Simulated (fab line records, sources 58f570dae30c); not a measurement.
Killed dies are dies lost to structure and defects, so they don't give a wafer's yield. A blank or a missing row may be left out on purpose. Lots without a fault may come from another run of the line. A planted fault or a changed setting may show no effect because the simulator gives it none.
Which tool did it? | flow berkeley_cmos170 | 14 lots, 42 wafers sampled, at 2 steps of a route of 331

WHAT THE GAUGES READ, wafer by wafer
UCB170_PWELL_TW_MEAS_17. Usual: PWELL_TW 378, standard deviation 3.3.
lot  | measured    | on            | PWELL_TW    | flag
L747 | day 3 09:00 | film_metro-02 | 376 378 376 |
L748 | day 3 09:15 | film_metro-01 | 383 380 383 |
L749 | day 3 19:10 | film_metro-04 | 372 373 374 |
L751 | day 4 04:37 | film_metro-02 | 379 380 376 |
L752 | day 4 15:48 | film_metro-01 | 382 382 384 |
L753 | day 4 16:09 | film_metro-02 | 377 378 378 |
L757 | day 5 22:56 | film_metro-02 | 382 380 381 |
L756 | day 5 23:11 | film_metro-01 | 380 381 382 |
L759 | day 6 02:24 | film_metro-04 | 374 372 373 |
L760 | day 6 02:40 | film_metro-01 | 362 362 360 | OFF
L762 | day 6 23:40 | film_metro-01 | 382 383 379 |
L766 | day 7 00:05 | film_metro-01 | 381 383 383 |
L767 | day 7 00:13 | film_metro-02 | 357 357 359 | OFF
L769 | day 7 08:53 | film_metro-04 | 376 374 377 |

WHICH TOOL RAN EACH LOT (tool, then ch and the chambers of the sampled wafers, then the start)
lot  | UCB170_PWELL_IMPLANT_15
L747 | implanter-03 ch 0, day 3 08:45
L748 | implanter-04 ch 0, day 3 09:01
L749 | implanter-02 ch 0, day 3 18:56
L751 | implanter-04 ch 0, day 4 04:22
L752 | implanter-03 ch 0, day 4 15:34
L753 | implanter-04 ch 0, day 4 15:54
L757 | implanter-04 ch 0, day 5 22:40
L756 | implanter-04 ch 0, day 5 22:58
L759 | implanter-02 ch 0, day 6 02:09
L760 | implanter-04 ch 0, day 6 02:25
L762 | implanter-03 ch 0, day 6 23:26
L766 | implanter-02 ch 0, day 6 23:51
L767 | implanter-04 ch 0, day 6 23:59
L769 | implanter-03 ch 0, day 7 08:38
- UCB170_PWELL_IMPLANT_15

WHAT THE TOOLS THEMSELVES READ (means of the sampled wafers that have a number; where no wafer has one, the mark that the record gives instead)
UCB170_PWELL_IMPLANT_15. Usual: dose_ions_cm2 5e+12, standard deviation 5.9e+09; faraday_current_uA 15.8, standard deviation 0.31.
lot  | tool         | dose_ions_cm2 | faraday_current_uA | flag
L747 | implanter-03 | 5e+12         | 16.0               |
L748 | implanter-04 | 5e+12         | 16.1               |
L749 | implanter-02 | 5e+12         | 15.9               |
L751 | implanter-04 | 5e+12         | 15.8               |
L752 | implanter-03 | 5e+12         | 15.6               |
L753 | implanter-04 | 5e+12         | 15.7               |
L757 | implanter-04 | 5e+12         | 15.9               |
L756 | implanter-04 | 5e+12         | 16.1               |
L759 | implanter-02 | 5e+12         | 15.6               |
L760 | implanter-04 | 4e+12         | 13.3               | OFF
L762 | implanter-03 | 5e+12         | 15.5               |
L766 | implanter-02 | 5e+12         | 15.8               |
L767 | implanter-04 | 4e+12         | 12.9               | OFF
L769 | implanter-03 | 5e+12         | 15.6               |

THE ANSWER, worked out from the rows above alone
Rule: a lot is off if the mean of its wafers that have a number lies more than 3 standard deviations from the usual mean. A lot without any number at a reading at which 4 lots or more have one is off too. The other lots that the step has rows for count as sound. The gauges are gone through in route order, then the tools' own readings, and for those a lot's mean is taken as printed above. The first step at which some lot is off is used, and at that step the reading that is off furthest; a lot without a number counts as furthest.
Off: L760, L767, at UCB170_PWELL_TW_MEAS_17 (PWELL_TW).
A tool fits if, at a process step before that reading, it ran every lot that is off, and no sound lot after the first of them. The gauges at UCB170_PWELL_TW_MEAS_17 aren't tried: what is off there is off at UCB170_PWELL_IMPLANT_15 too, on other tools, and a gauge's error can't cause that. One fits: implanter-04 at UCB170_PWELL_IMPLANT_15. Its last sound lot is L756 (day 5 22:58), its first lot that is off L760 (day 6 02:25): a fault that began between those two fits.
The tool's own readings at UCB170_PWELL_IMPLANT_15 bear it out: on the lots that are off they differ by more than 5 times the standard deviation of the sound lots' means. dose_ions_cm2 reads 4e+12 there against 5e+12 on the sound lots; faraday_current_uA reads 13.1 there against 15.8 on the sound lots.

WHAT THE SIMULATOR HAD PUT IN
Process parameter drift: implanter-04, from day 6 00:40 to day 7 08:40, at UCB170_PWELL_IMPLANT_15. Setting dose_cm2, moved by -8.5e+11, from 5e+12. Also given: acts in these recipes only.
Lots struck among those shown: L760, L767. The rule above found the same.
